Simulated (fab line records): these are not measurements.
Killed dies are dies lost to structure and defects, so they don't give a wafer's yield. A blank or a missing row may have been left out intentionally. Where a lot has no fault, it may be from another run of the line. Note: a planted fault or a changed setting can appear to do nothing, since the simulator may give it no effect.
The same fault as seen by 2 desks :: flow ritCmos :: every desk sees just its own numbers, and what lay behind them comes last

AT THE TOOL OWNER'S DESK: plasmaAsher-02
The tool's own readings at RIT_M1_STRIP_14 (strips in O2, time 180 s): means of the sampled wafers that have a number, for each lot that ran on this tool. Any lot whose mean is over 4 standard deviations away from the usual mean is out of limits and marked OUT; that distance is given in the brackets.
Columns: A = drypumpMotorCurrentA at RIT_M1_STRIP_14, usual 5.8 A; B = runLengthS at RIT_M1_STRIP_14, usual 208.6 s
lot: L764
first seen here: day 4 06:36
A: 5.7
B: 208.0

lot: L767
first seen here: day 5 01:25
A: 5.7
B: 207.9

lot: L769
first seen here: day 6 01:24
A: 5.5
B: 213.4 (+9.1) OUT

lot: L771
first seen here: day 6 04:02
A: 5.5
B: 213.6 (+9.4) OUT
Finding of this desk: L769, L771 out of limits; the first was L769 at day 6 01:24, on runLengthS at RIT_M1_STRIP_14. L764, L767: within limits.

METROLOGY DESK
What the gauges read for every lot (on any tool): the sampled wafers with a number, averaged. Any lot whose mean is over 4 standard deviations away from the usual mean is out of limits and marked OUT; that distance is given in the brackets.
Columns: A = NSD_TW at RIT_NSD_TW_MEAS_10, usual 3124
lot: L761
first seen here: day 3 09:43
A: 3118

lot: L763
first seen here: day 3 19:46
A: 3117

lot: L764
first seen here: day 3 22:57
A: 3132

lot: L766
first seen here: day 4 09:34
A: 3131

lot: L767
first seen here: day 4 17:55
A: 3145

lot: L769
first seen here: day 5 01:39
A: 3114

lot: L771
first seen here: day 5 16:33
A: 3123

lot: L773
first seen here: day 5 22:20
A: 3106

lot: L775
first seen here: day 6 08:22
A: 3123

lot: L778
first seen here: day 6 23:29
A: 3139

lot: L780
first seen here: day 7 09:05
A: 3099

lot: L781
first seen here: day 7 12:46
A: 3110

lot: L782
first seen here: day 7 16:17
A: 3120

lot: L783
first seen here: day 8 00:04
A: 3110
This desk's verdict: no lot among the 14 shows anything out of limits.

TAKEN TOGETHER
At day 6 01:24, on L769, L771, the tool owner's desk was in a position to raise an alarm.
The metrology desk saw nothing out of limits.
The metrology desk has L769, L771 on record, within its limits.
Of the lots named, all ran RIT_M1_STRIP_14 on plasmaAsher-02.

WHAT WAS PUT IN BY THE SIMULATOR
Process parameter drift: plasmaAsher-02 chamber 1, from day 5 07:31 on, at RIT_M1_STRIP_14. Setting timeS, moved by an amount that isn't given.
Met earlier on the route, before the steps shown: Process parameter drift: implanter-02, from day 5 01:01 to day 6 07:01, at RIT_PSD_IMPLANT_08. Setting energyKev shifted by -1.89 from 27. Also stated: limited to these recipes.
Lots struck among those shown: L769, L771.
How many hours passed from the start of the fault until each desk's first out-of-limits reading: the tool owner's desk, 18.
